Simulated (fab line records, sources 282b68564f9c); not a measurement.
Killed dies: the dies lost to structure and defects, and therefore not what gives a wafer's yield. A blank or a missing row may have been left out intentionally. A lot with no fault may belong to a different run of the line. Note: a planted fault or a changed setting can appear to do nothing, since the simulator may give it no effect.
Comparing a struck lot with a sound one + flow rit cmos + 17 out of 202 route steps
Sound: the wafers L425.1, L425.4, L425.6. The struck wafers were L429.2, L429.3, L429.5. Last of all comes the cause.
At each step with rows: each side's tool, then ch and its chambers, then its first start. Under that, the readings that differ: sound wafers + struck wafers + difference of the means + sigmas: that difference in standard deviations of wafers without a fault.
alike: readings with means less than 2 such deviations apart, plus words and numbers identical on both sides. not compared: withheld readings, readings lacking a value on some wafer, bounds such as >300 that could conceal the same value, and numbers that have no deviation in the record and whose values overlap.
The two part at a step that has a row with sigmas, a row that says differs or no value, or rows on one side only. Numbers that have no deviation but don't overlap get no sigmas and don't part them. Lack of a reading on every wafer of one side parts them only where that side has two or more wafers.

first, 1 step without rows for these wafers: RIT_PRETRO_DEVELOP_05 (develop time 68 s).
RIT_PRETRO_OVL_MEAS_06:
  sound on overlay-02, day 3 18:47; struck on overlay-02, day 4 14:51
  alike: PRETRO_OVL
then, 2 steps without rows for these wafers: RIT_PRETRO_HARDBAKE_07 (time 120 s); RIT_PRETRO_IMPLANT_08.
RIT_PRETRO_STRIP_09: strips in O2, time 180 s.
  sound on plasma asher-01 ch 0,1, day 3 19:14; struck on plasma asher-03 ch 0,1, day 4 15:17
  alike: drypump motor current A
  not compared: rf hours counter h
RIT_PRETRO_TW_MEAS_10:
  sound on film metro-03, day 3 19:24; struck on film metro-02, day 4 15:28
| reading   | sound       | struck      | difference | sigmas |
|-----------|-------------|-------------|------------|--------|
| PRETRO_TW | 468 468 469 | 481 483 482 | +14        | +2     |
then, 5 steps without rows for these wafers: RIT_GATE_WET_ETCH_00 (etches SiO2 in BOE, target depth 56 nm, time 60 s); RIT_GATE_CLEAN_01 (cleans in SC1, time 600 s); RIT_GATE_CLEAN_02 (cleans in dHF, time 30 s); RIT_GATE_CLEAN_03 (cleans in SC2, time 600 s); RIT_GATE_CLEAN_04 (cleans in dHF, time 58.06 s).
RIT_FOX2_THK_MEAS_91:
  sound on film metro-04, day 3 19:55; struck on film metro-01, day 4 15:57
  alike: FIELD_OXIDE_LEFT_2_THK
RIT_GATE_OXIDATION_05: target thk 3 nm, ox time 270 s.
  sound on furnace-03 ch 0, day 3 19:58; struck on furnace-03 ch 0, day 4 16:38
| reading                                     | sound                | struck              | difference | sigmas      |
|---------------------------------------------|----------------------|---------------------|------------|-------------|
| spike tc centre C (C)                       | 902.0 904.4 903.5    | 891.6 892.7 893.3   | -10.8      | -6          |
| spike tc load C (C)                         | 926.1 926.5 926.0    | 913.6 915.1 913.2   | -12.2      | -6          |
| spike tc source C (C)                       | 928.0 930.0 929.3    | 917.3 918.4 916.9   | -11.6      | -4          |
| tube center temp C (C)                      | 899.96 900.04 900.13 | 888.01 888.1 888.09 | -11.98     | -99 or more |
| tube_center_temp_C_max                      | 902.2 902.7 902.0    | 890.1 890.1 891.0   | -11.9      | -31         |
| model.SiO2_of_GATE_OXIDATION_05.thk nm (nm) | 3.04 2.967 3.049     | 2.627 2.607 2.608   | -0.405     |             |
then, 1 step without rows for these wafers: RIT_GATE_ANNEAL_06 (time 600 s).
RIT_GATE_THK_MEAS_07:
  sound on film metro-04, day 3 21:31; struck on film metro-01, day 4 17:58
| reading             | sound          | struck         | difference | sigmas |
|---------------------|----------------|----------------|------------|--------|
| GATE_OXIDE_THK (nm) | 3.05 2.99 3.03 | 2.65 2.65 2.60 | -0.39      | -6     |
then, 1 step without rows for these wafers: RIT_GATE_CVD_08 (deposits poly-Si from SiH4, target thk 250 nm, time 2220 s).
RIT_M1_PROBE_99:
  sound on prober-01, day 5 09:28; struck on prober-02, day 5 19:34
| reading                             | sound             | struck            | difference | sigmas |
|-------------------------------------|-------------------|-------------------|------------|--------|
| model.etest.pmos_0p3.r on ohm um    | 6213 6127 6197    | 5826 5796 5765    | -383       |        |
| model.etest.pmos turned.r on ohm um | 3221 3203 3223    | 3360 3392 3378    | +161       |        |
| model.etest.pmos_0p15.r on ohm um   | 2666 2625 2643    | 2701 2668 2684    | +40        |        |
| model.etest.nmos_0p3.r on ohm um    | 2175 2124 2156    | 2035 2021 2030    | -123       |        |
| model.etest.nmos_0p15.drive ua um   | 458.8 474.4 464.8 | 502.4 508.1 503.5 | +38.7      |        |
| model.etest.nmos_0p3.drive ua um    | 217.1 223.1 216.1 | 255.2 258.4 258.4 | +38.6      |        |
| model.etest.nmos narrow.drive ua um | 214.7 220.8 217.2 | 248.7 251.1 253.3 | +33.5      |        |
| model.etest.pmos_0p15.drive ua um   | 267.9 267.9 265.4 | 270.9 275.4 274.8 | +6.6       |        |
  alike: killed at front end, killed dies, killed open, killed short

## WHERE THEY PART
Earliest at RIT_PRETRO_TW_MEAS_10; latest, in this record, at RIT_GATE_THK_MEAS_07. Later steps at which nothing parts them and some readings are alike: RIT_M1_PROBE_99.

WHY: whatever the simulator had introduced
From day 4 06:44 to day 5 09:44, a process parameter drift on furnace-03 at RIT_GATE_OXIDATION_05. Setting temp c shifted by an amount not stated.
